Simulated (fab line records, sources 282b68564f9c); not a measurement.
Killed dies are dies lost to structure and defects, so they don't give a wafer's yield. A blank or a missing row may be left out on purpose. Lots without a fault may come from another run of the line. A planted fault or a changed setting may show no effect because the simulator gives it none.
fab line records | flow rit_cmos
record lots=7 wafers=21 last_day=7
route steps=202 shown NSD@141 PSD@142 SDANNEAL@153 M1@202
lots that met no fault: from a run of the same line without faults
start_h: hours from the record's first day to the start of the lot's first wafer shown | wait_h: hours since the lot's step before | " the same as in the row above | L1.1+2: a row that stands for several wafers | - no value, or no start given | * or withheld: withheld | < > ~ a bound
route shown NAME@n: a module of which the file shows steps, and the number in the route of the first | usual: mean/standard deviation of fault-free wafers | same: alike in all rows | chamber/n: place in a boat | sites: the reading at each site | _std_site: their standard deviation | _edge_site: outer sites' mean less inner sites' | radius_mm: how far each site lies from the wafer's centre | mask NAME#n: copy n | behind: the tool/chamber that last shaped the wafer | hold: why the lot was held/for how many hours/how that ended | device: the transistor (n, p or np) that didn't switch | end of line: the same wafers' tests at the end of the route | a step without rows: its recipe alone | killed: dies lost to structure and defects at the first sort, not the wafer's yield | map: a wafer's dies, x killed, . not, _ none there
set.NAME: the setting as run; set.NAME@STEP: as run at that earlier step | model.NAME: the simulator's own value behind a step, which no gauge read
lots at some steps of the route; a table a step, a row a wafer
services: from which hour (start_h, from the record's first day; less than 0 if before it) a tool's chamber was out of use, for how many hours, and why
## steps
# step RIT_NSD_TW_MEAS_10
# usual NSD_TW=3103/32
# columns lot.wafer tool chamber start_h wait_h NSD_TW
L750.2 film_metro-03 - 70.44 0.1 3058
L750.4 " - " " 3068
L750.5 " - " " 3064
L754.4 film_metro-04 - 92.40 0.1 3130
L754.5 " - " " 3151
L754.6 " - " " 3154
L763.2 film_metro-04 - 138.43 0.1 3112
L763.5 " - " " 3089
L763.6 " - " " 3117
L764.2 film_metro-02 - 139.75 0.1 3160
L764.3 " - " " 3152
L764.6 " - " " 3155
L765.1 film_metro-02 - 144.95 0.1 3153
L765.3 " - " " 3150
L765.6 " - " " 3144
L768.2 film_metro-03 - 159.37 0.1 3092
L768.4 " - " " 3082
L768.5 " - " " 3104
L769.2 film_metro-02 - 167.15 0.1 3138
L769.3 " - " " 3149
L769.4 " - " " 3160
# step RIT_PSD_HMDS_00
# recipe prime_time_s=60 prime_temp_c=140
# step RIT_PSD_COAT_01
# recipe resist=NOVOLAK spin_rpm=3250 resist_thk_nm=1000
# step RIT_PSD_SOFTBAKE_02
# recipe resist=NOVOLAK temp_c=90 time_s=60
# step RIT_PSD_EXPOSE_03
# recipe mask_id=M10 na=0.57 target_cd_nm=40900 dose_mj=250
# step RIT_PSD_PEB_04
# recipe resist=NOVOLAK temp_c=withheld time_s=withheld
# step RIT_PSD_DEVELOP_05
# recipe resist=NOVOLAK develop_time_s=50 dev_temp_c=23
# step RIT_PSD_OVL_MEAS_06
# usual PSD_OVL=0.7/1.5
# columns lot.wafer tool chamber start_h wait_h PSD_OVL[nm]
L750.2 overlay-01 - 71.35 - -0.5
L750.4 " - " " 0.0
L750.5 " - " " -0.6
L754.4 overlay-01 - 93.30 - 1.4
L754.5 " - " " 0.7
L754.6 " - " " 1.1
L763.2 overlay-01 - 139.46 - 0.3
L763.5 " - " " -0.4
L763.6 " - " " -1.6
L764.2 overlay-01 - 140.66 - 1.9
L764.3 " - " " 2.4
L764.6 " - " " 3.2
L765.1 overlay-01 - 145.86 - 0.1
L765.3 " - " " 0.7
L765.6 " - " " 1.6
L768.2 overlay-02 - 160.58 - 2.5
L768.4 " - " " 2.0
L768.5 " - " " 4.0
L769.2 overlay-02 - 168.18 - 0.9
L769.3 " - " " 0.9
L769.4 " - " " 2.2
# step RIT_PSD_HARDBAKE_07
# recipe resist=NOVOLAK temp_c=140 time_s=60
# step RIT_PSD_IMPLANT_08
# recipe species=BF2 energy_kev=27 dose_cm2=5e+15 tilt_deg=7
# step RIT_PSD_STRIP_09
# recipe chemistry=O2 time_s=180 resist=NOVOLAK platen_temp_c=withheld power_w=500 pressure_mtorr=4000 o2_flow_sccm=4000
# usual drypump_motor_current_A=5.9/0.53
# same time_s=180
# columns lot.wafer tool chamber start_h wait_h drypump_motor_current_A rf_hours_counter_h
L750.2 plasma_asher-01 1 71.68 0.1 6.6 29
L750.4 " 0 " " 4.9 -
L750.5 " 1 " " 6.6 -
L754.4 plasma_asher-01 1 93.68 0.1 6.6 -
L754.5 " 1 " " 6.6 -
L754.6 " 0 " " 4.9 -
L763.2 plasma_asher-04 0 139.79 0.1 5.7 2
L763.5 " 1 " " 6.2 -
L763.6 " 0 " " 5.8 -
L764.2 plasma_asher-02 1 140.99 0.1 5.9 53
L764.3 " 0 " " 5.9 -
L764.6 " 0 " " 5.9 -
L765.1 plasma_asher-04 0 146.35 0.2 5.8 3
L765.3 " 0 " " 5.8 -
L765.6 " 1 " " 6.2 -
L768.2 plasma_asher-02 0 160.91 0.1 5.9 55
L768.4 " 1 " " 5.9 -
L768.5 " 1 " " 5.9 -
L769.2 plasma_asher-01 1 168.51 0.1 6.6 37
L769.3 " 1 " " 6.6 -
L769.4 " 0 " " 4.9 -
# step RIT_PSD_TW_MEAS_10
# usual PSD_TW=3423/26
# columns lot.wafer tool chamber start_h wait_h PSD_TW
L750.2 film_metro-02 - 71.87 0.1 3426
L750.4 " - " " 3438
L750.5 " - " " 3431
L754.4 film_metro-04 - 93.82 0.1 3459
L754.5 " - " " 3457
L754.6 " - " " 3467
L763.2 film_metro-04 - 139.97 0.1 3409
L763.5 " - " " 3404
L763.6 " - " " 3407
L764.2 film_metro-04 - 141.18 0.1 3400
L764.3 " - " " 3406
L764.6 " - " " 3395
L765.1 film_metro-04 - 146.53 0.1 3424
L765.3 " - " " 3438
L765.6 " - " " 3428
L768.2 film_metro-04 - 161.10 0.1 3416
L768.4 " - " " 3393
L768.5 " - " " 3422
L769.2 film_metro-02 - 168.70 0.1 3443
L769.3 " - " " 3433
L769.4 " - " " 3419
# step RIT_SDANNEAL_CLEAN_00
# recipe chemistry=SC1 mix=3:3:50 time_s=600 temp_c=75
# usual bath_guard_temp_C=74.9/0.37 bath_heat_duty_pct=15.1/1.5 temp_c=75.00/0.11 time_s=600/0
# columns lot.wafer tool chamber start_h wait_h bath_guard_temp_C bath_heat_duty_pct temp_c time_s
L750.2 wet_bench-04 1 71.92 0.0 75.0 14.2 75.03 600
L750.4 " 1 " " 74.6 13.3 74.95 600
L750.5 " 1 " " 74.9 13.6 75.15 600
L754.4 wet_bench-04 2 93.85 0.0 75.0 14.8 74.84 600
L754.5 " 2 " " 75.2 13.5 75.09 600
L754.6 " 2 " " 75.1 14.7 75.07 600
L763.2 wet_bench-02 0 140.02 0.0 - - - -
L763.5 " 0 " " - - - -
L763.6 " 0 " " - - - -
L764.2 wet_bench-01 2 141.23 0.0 - - - -
L764.3 " 2 " " - - - -
L764.6 " 2 " " - - - -
L765.1 wet_bench-04 3 146.59 0.1 - - - -
L765.3 " 3 " " - - - -
L765.6 " 3 " " - - - -
L768.2 wet_bench-01 0 161.15 0.0 74.8 16.1 74.92 600
L768.4 " 0 " " 75.0 15.5 74.71 600
L768.5 " 0 " " 75.0 16.2 74.82 600
L769.2 wet_bench-01 3 168.75 0.0 75.2 15.7 74.89 600
L769.3 " 3 " " 75.2 13.0 75.05 600
L769.4 " 3 " " 75.4 16.6 75.05 600
# step RIT_SDANNEAL_CLEAN_01
# recipe chemistry=dHF dilution=50:1 time_s=30
# step RIT_M1_PROBE_99
# usual killed_at_contacts=0.1/0.3 killed_at_front_end=6.9/2.9 killed_dies=7.0/2.9 killed_open=3.3/2 killed_short=3.7/2
# same gross_dies=264 killed_at_M0_to_M3=0 killed_at_M4_up=0 killed_at_back_side=0 killed_at_other=0
# columns lot.wafer tool chamber start_h wait_h killed_at_contacts killed_at_front_end killed_dies killed_open killed_short
L750.2 prober-01 - 79.93 0.1 0 7 7 2 5
L750.4 prober-01 - 80.03 0.2 0 7 7 4 3
L750.5 prober-01 - 80.08 0.2 0 8 8 3 5
L754.4 prober-01 - 101.83 0.2 0 5 5 2 3
L754.5 prober-01 - 101.88 0.2 0 13 13 5 8
L754.6 prober-01 - 101.93 0.2 0 0 0 0 0
L763.2 prober-01 - 147.88 0.1 0 6 6 4 2
L763.5 prober-01 - 148.03 0.2 0 7 7 5 2
L763.6 prober-01 - 148.08 0.2 0 8 8 4 4
L764.2 prober-02 - 149.38 0.1 0 7 7 2 5
L764.3 prober-02 - 149.43 0.2 0 6 6 1 5
L764.6 prober-02 - 149.58 0.2 0 7 7 4 3
L765.1 prober-01 - 154.54 0.1 1 6 7 3 4
L765.3 prober-01 - 154.64 0.2 0 7 7 3 4
L765.6 prober-01 - 154.79 0.2 1 4 5 2 3
L768.2 prober-01 - 169.11 0.1 0 6 6 4 2
L768.4 prober-01 - 169.21 0.2 0 4 4 2 2
L768.5 prober-01 - 169.26 0.2 0 2 2 1 1
L769.2 prober-02 - 176.60 0.1 1 6 7 6 1
L769.3 prober-02 - 176.65 0.2 0 9 9 6 3
L769.4 prober-02 - 176.70 0.2 0 5 5 3 2
# killed by level:class
L750.2 FOX2:geometric_particle:short=3 SILICIDE:geometric_particle:short=2 GATE:geometric_particle:open=1 REOX:geometric_particle:open=1
L750.4 FOX2:geometric_particle:open=2 FOX1:geometric_particle:short=1 GATE:geometric_particle:open=1 GATE:geometric_particle:short=1 SPACER:geometric_particle:short=1 SILICIDE:geometric_particle:open=1
L750.5 FOX2:geometric_particle:short=3 FOX1:geometric_particle:open=1 GATE:geometric_particle:open=1 REOX:geometric_particle:short=1 SPACER:geometric_particle:short=1 SPACER:geometric_particle:open=1
L754.4 GATE:geometric_particle:short=2 FOX1:geometric_particle:open=1 GATE:geometric_particle:open=1 SPACER:geometric_particle:short=1
L754.5 FOX1:geometric_particle:short=3 FOX1:geometric_particle:open=2 GATE:geometric_particle:short=2 GATE:geometric_particle:open=2 FOX2:geometric_particle:short=1 SPACER:geometric_particle:short=1 SPACER:geometric_particle:open=1 SILICIDE:geometric_particle:short=1
L754.6
L763.2 FOX2:geometric_particle:open=2 FOX2:geometric_particle:short=1 GATE:geometric_particle:open=1 SPACER:geometric_particle:short=1 SPACER:geometric_particle:open=1
L763.5 GATE:geometric_particle:open=2 SILICIDE:geometric_particle:open=2 REOX:geometric_particle:open=1 SPACER:geometric_particle:short=1 SILICIDE:geometric_particle:short=1
L763.6 FOX2:geometric_particle:short=3 SILICIDE:geometric_particle:open=3 FOX2:geometric_particle:open=1 REOX:geometric_particle:short=1
L764.2 SILICIDE:geometric_particle:short=3 SPACER:geometric_particle:short=2 SPACER:geometric_particle:open=1 SILICIDE:geometric_particle:open=1
L764.3 SILICIDE:geometric_particle:short=3 FOX1:geometric_particle:short=1 FOX1:geometric_particle:open=1 FOX2:geometric_particle:short=1
L764.6 ACTIVE:geometric_particle:short=1 FOX1:geometric_particle:open=1 FOX1:geometric_particle:short=1 FOX2:geometric_particle:open=1 GATE:geometric_particle:short=1 GATE:geometric_particle:open=1 SPACER:geometric_particle:open=1
L765.1 GATE:geometric_particle:short=2 SPACER:geometric_particle:open=2 FOX1:geometric_particle:short=1 GATE:geometric_particle:open=1 CONTACT:geometric_particle:short=1
L765.3 GATE:geometric_particle:short=3 FOX1:geometric_particle:short=1 GATE:geometric_particle:open=1 SPACER:geometric_particle:open=1 SILICIDE:geometric_particle:open=1
L765.6 GATE:geometric_particle:open=2 GATE:geometric_particle:short=2 CONTACT:geometric_particle:short=1
L768.2 SILICIDE:geometric_particle:open=2 FOX2:geometric_particle:open=1 GATE:geometric_particle:short=1 SPACER:geometric_particle:open=1 SILICIDE:geometric_particle:short=1
L768.4 SPACER:geometric_particle:short=2 FOX2:geometric_particle:open=1 GATE:geometric_particle:open=1
L768.5 FOX1:geometric_particle:open=1 FOX1:geometric_particle:short=1
L769.2 GATE:geometric_particle:open=3 SPACER:geometric_particle:open=1 SILICIDE:geometric_particle:short=1 SILICIDE:geometric_particle:open=1 CONTACT:geometric_particle:open=1
L769.3 REOX:geometric_particle:open=3 GATE:geometric_particle:open=2 REOX:geometric_particle:short=2 FOX2:geometric_particle:short=1 SPACER:geometric_particle:open=1
L769.4 GATE:geometric_particle:open=2 SPACER:geometric_particle:short=2 REOX:geometric_particle:open=1
## services
# columns tool chamber start_h hours kind
plasma_asher-01 - 78.99 1.2 repair
plasma_asher-04 - 100.62 2.8 pm
plasma_asher-01 - 101.44 14.6 pm
plasma_asher-02 - 103.31 2.4 repair
plasma_asher-04 - 108.75 9.0 pm
plasma_asher-04 0 108.75 9.0 vent_cycle
plasma_asher-04 1 108.75 9.0 vent_cycle
plasma_asher-04 0 117.75 - clean
plasma_asher-04 1 117.75 - clean
plasma_asher-04 - 126.64 2.2 repair
plasma_asher-04 - 166.23 7.6 repair
## key
first_sign step=RIT_SDANNEAL_CLEAN_00 reading=tool_record direction=missing
effect none on later readings
met_at RIT_SDANNEAL_CLEAN_00
struck_wafers L763.2,L763.5,L763.6,L764.2,L764.3,L764.6,L765.1,L765.3,L765.6
tester_left_out L763,L764,L765
onset_between 93.85 140.02
fault kind=skipped_step_whole tool=wet_bench-01,wet_bench-02,wet_bench-04 chamber=- onset_h=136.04 steps=RIT_SDANNEAL_CLEAN_00 scope=struck_lots_only
# tester_left_out: of these lots the tester's yield and bins aren't shown, on N5 and GAA mostly nor the transistor test; their killed dies are dies lost to structure and defects alone, not to doping, threshold or leakage, so they don't give the yield
